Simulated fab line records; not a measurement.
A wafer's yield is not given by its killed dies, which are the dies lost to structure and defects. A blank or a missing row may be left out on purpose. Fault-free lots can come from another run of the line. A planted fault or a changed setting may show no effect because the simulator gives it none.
Lot-split experiment :: flow rit cmos :: 17 wafers read from 4 lots, route of 202 steps

THE SPLIT
At RIT_GATE_DEVELOP_15 (develop time 50 s), the setting develop time s was moved away from the recipe's 50 s on 4 of the 17 wafers read, by -8.6% to +6.1%. This setting was run at the recipe's value on the other wafers.

FROM THE SPLIT TO THE READING: what the file shows between them, 2 steps
- RIT_REOX_OXIDATION_03: target thk 25.2 nm, ox time 5580 s (also split here: ox time s)
- RIT_NLDD_IMPLANT_08 (also split here: dose cm2)

THE READING
etest.nmos_0p15.drive ua um (the simulator's own value, which no gauge read), at RIT_M1_PROBE_99. The file gives no usual value for it. The 13 wafers here that ran the recipe average 491.8, standard deviation 73.

wafer: L076.1
tool, chamber at the split: litho track-01, 0
develop time s as run, s: 50
against the recipe: recipe
etest.nmos_0p15.drive ua um: 555.6
against lot-mates on the recipe: -

wafer: L076.2
tool, chamber at the split: litho track-01, 0
develop time s as run, s: 50
against the recipe: recipe
etest.nmos_0p15.drive ua um: 563.1
against lot-mates on the recipe: -

wafer: L076.4
tool, chamber at the split: litho track-01, 0
develop time s as run, s: 50
against the recipe: recipe
etest.nmos_0p15.drive ua um: 564.9
against lot-mates on the recipe: -

wafer: L076.5
tool, chamber at the split: litho track-01, 0
develop time s as run, s: 50
against the recipe: recipe
etest.nmos_0p15.drive ua um: 547.4
against lot-mates on the recipe: -

wafer: L076.6
tool, chamber at the split: litho track-01, 0
develop time s as run, s: 50
against the recipe: recipe
etest.nmos_0p15.drive ua um: 549.2
against lot-mates on the recipe: -

wafer: L078.1
tool, chamber at the split: litho track-02, 0
develop time s as run, s: 50
against the recipe: recipe
etest.nmos_0p15.drive ua um: 569.5
against lot-mates on the recipe: -

wafer: L078.2
tool, chamber at the split: litho track-02, 0
develop time s as run, s: 53.03
against the recipe: +6.1%
etest.nmos_0p15.drive ua um: 602.1
against lot-mates on the recipe: +44.3

wafer: L078.3
tool, chamber at the split: litho track-02, 0
develop time s as run, s: 50
against the recipe: recipe
etest.nmos_0p15.drive ua um: 546.1
against lot-mates on the recipe: -

wafer: L078.5
tool, chamber at the split: litho track-02, 0
develop time s as run, s: 53.03
against the recipe: +6.1%
etest.nmos_0p15.drive ua um: 620
against lot-mates on the recipe: +62.2

wafer: L081.1
tool, chamber at the split: litho track-02, 0
develop time s as run, s: 50
against the recipe: recipe
etest.nmos_0p15.drive ua um: 445.2
against lot-mates on the recipe: -

wafer: L081.3
tool, chamber at the split: litho track-02, 0
develop time s as run, s: 50
against the recipe: recipe
etest.nmos_0p15.drive ua um: 450.6
against lot-mates on the recipe: -

wafer: L081.6
tool, chamber at the split: litho track-02, 0
develop time s as run, s: 50
against the recipe: recipe
etest.nmos_0p15.drive ua um: 443.2
against lot-mates on the recipe: -

wafer: L084.1
tool, chamber at the split: litho track-04, 0
develop time s as run, s: 50
against the recipe: recipe
etest.nmos_0p15.drive ua um: 388.2
against lot-mates on the recipe: -

wafer: L084.2
tool, chamber at the split: litho track-04, 0
develop time s as run, s: 50
against the recipe: recipe
etest.nmos_0p15.drive ua um: 387.8
against lot-mates on the recipe: -

wafer: L084.3
tool, chamber at the split: litho track-04, 0
develop time s as run, s: 45.71
against the recipe: -8.6%
etest.nmos_0p15.drive ua um: 337.2
against lot-mates on the recipe: -49.2

wafer: L084.4
tool, chamber at the split: litho track-04, 0
develop time s as run, s: 50
against the recipe: recipe
etest.nmos_0p15.drive ua um: 383.2
against lot-mates on the recipe: -

wafer: L084.6
tool, chamber at the split: litho track-04, 0
develop time s as run, s: 45.71
against the recipe: -8.6%
etest.nmos_0p15.drive ua um: 341
against lot-mates on the recipe: -45.4

THE FIT
A straight line over all 17 wafers: etest.nmos_0p15.drive ua um changes by +18.5 for each +1% of develop time s; r = +0.72; the points scatter about the line by 68.
The same after taking each lot's own level away (the mean of its wafers on the recipe; 17 wafers): +6.66 for each +1%; r = +0.95; scatter 8.7.
That fit puts the effect of the largest move of develop time s on the reading at 57.
From 386.40 to 557.80: that is the span of the lots' own levels, equal to 2.3 times the standard deviation above.
So the lot-to-lot level blurs the effect unless lot-mates are compared.
Check: for one of the wafers moved furthest among these (-8.6%), held out of the fit, the line's prediction against its lot-mates is -57.6. Against them it came out at -49.2.

OTHER SPLITS APPLIED TO THESE WAFERS
These wafers also went through other splits before the reading. Each is held against what the fit with the lots' levels taken away leaves over:
other split on the same wafers: RIT_ACTIVE_OXIDATION_01 ox time s
wafers away from the commonest value: 4
r with etest.nmos_0p15.drive ua um (lot level and that fit taken away): -0.25

other split on the same wafers: RIT_ACTIVE_COAT_06 spin rpm
wafers away from the commonest value: 7
r with etest.nmos_0p15.drive ua um (lot level and that fit taken away): -0.13

other split on the same wafers: RIT_ACTIVE_STRIP_14 pressure mtorr
wafers away from the commonest value: 4
r with etest.nmos_0p15.drive ua um (lot level and that fit taken away): +0.25

other split on the same wafers: RIT_NWELL_IMPLANT_08 energy kev
wafers away from the commonest value: 7
r with etest.nmos_0p15.drive ua um (lot level and that fit taken away): -0.08

other split on the same wafers: RIT_PWELL_IMPLANT_08 dose cm2
wafers away from the commonest value: 4
r with etest.nmos_0p15.drive ua um (lot level and that fit taken away): -0.41

other split on the same wafers: RIT_NRETRO_COAT_01 resist thk nm
wafers away from the commonest value: 6
r with etest.nmos_0p15.drive ua um (lot level and that fit taken away): -0.19

other split on the same wafers: RIT_PRETRO_COAT_01 resist thk nm
wafers away from the commonest value: 8
r with etest.nmos_0p15.drive ua um (lot level and that fit taken away): -0.28

other split on the same wafers: RIT_GATE_OXIDATION_05 temp c
wafers away from the commonest value: 12
r with etest.nmos_0p15.drive ua um (lot level and that fit taken away): +0.06

other split on the same wafers: RIT_REOX_OXIDATION_03 ox time s
wafers away from the commonest value: 9
r with etest.nmos_0p15.drive ua um (lot level and that fit taken away): -0.07

other split on the same wafers: RIT_NLDD_IMPLANT_08 dose cm2
wafers away from the commonest value: 5
r with etest.nmos_0p15.drive ua um (lot level and that fit taken away): +0.35

THE WHOLE CHAIN: every reading that the file lists as answering this split, in the file's order
step: RIT_M1_PROBE_99
what it does: 
reading: etest.pmos turned.r on ohm um (the simulator's own value, which no gauge read)
change (the file's fit): -49.4 for each +1% of the setting
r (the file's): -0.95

step: RIT_M1_PROBE_99
what it does: 
reading: etest.pmos_0p15.r on ohm um (the simulator's own value, which no gauge read)
change (the file's fit): -47.3 for each +1% of the setting
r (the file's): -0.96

step: RIT_M1_PROBE_99
what it does: 
reading: etest.pmos_0p15.drive ua um (the simulator's own value, which no gauge read)
change (the file's fit): +4.41 for each +1% of the setting
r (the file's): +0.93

step: RIT_M1_PROBE_99
what it does: 
reading: etest.nmos_0p15.drive ua um (the simulator's own value, which no gauge read)
change (the file's fit): +6.48 for each +1% of the setting
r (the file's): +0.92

FILE'S OWN FIT
etest.nmos_0p15.drive ua um changes by +6.48 for each +1% of develop time s, r = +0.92.
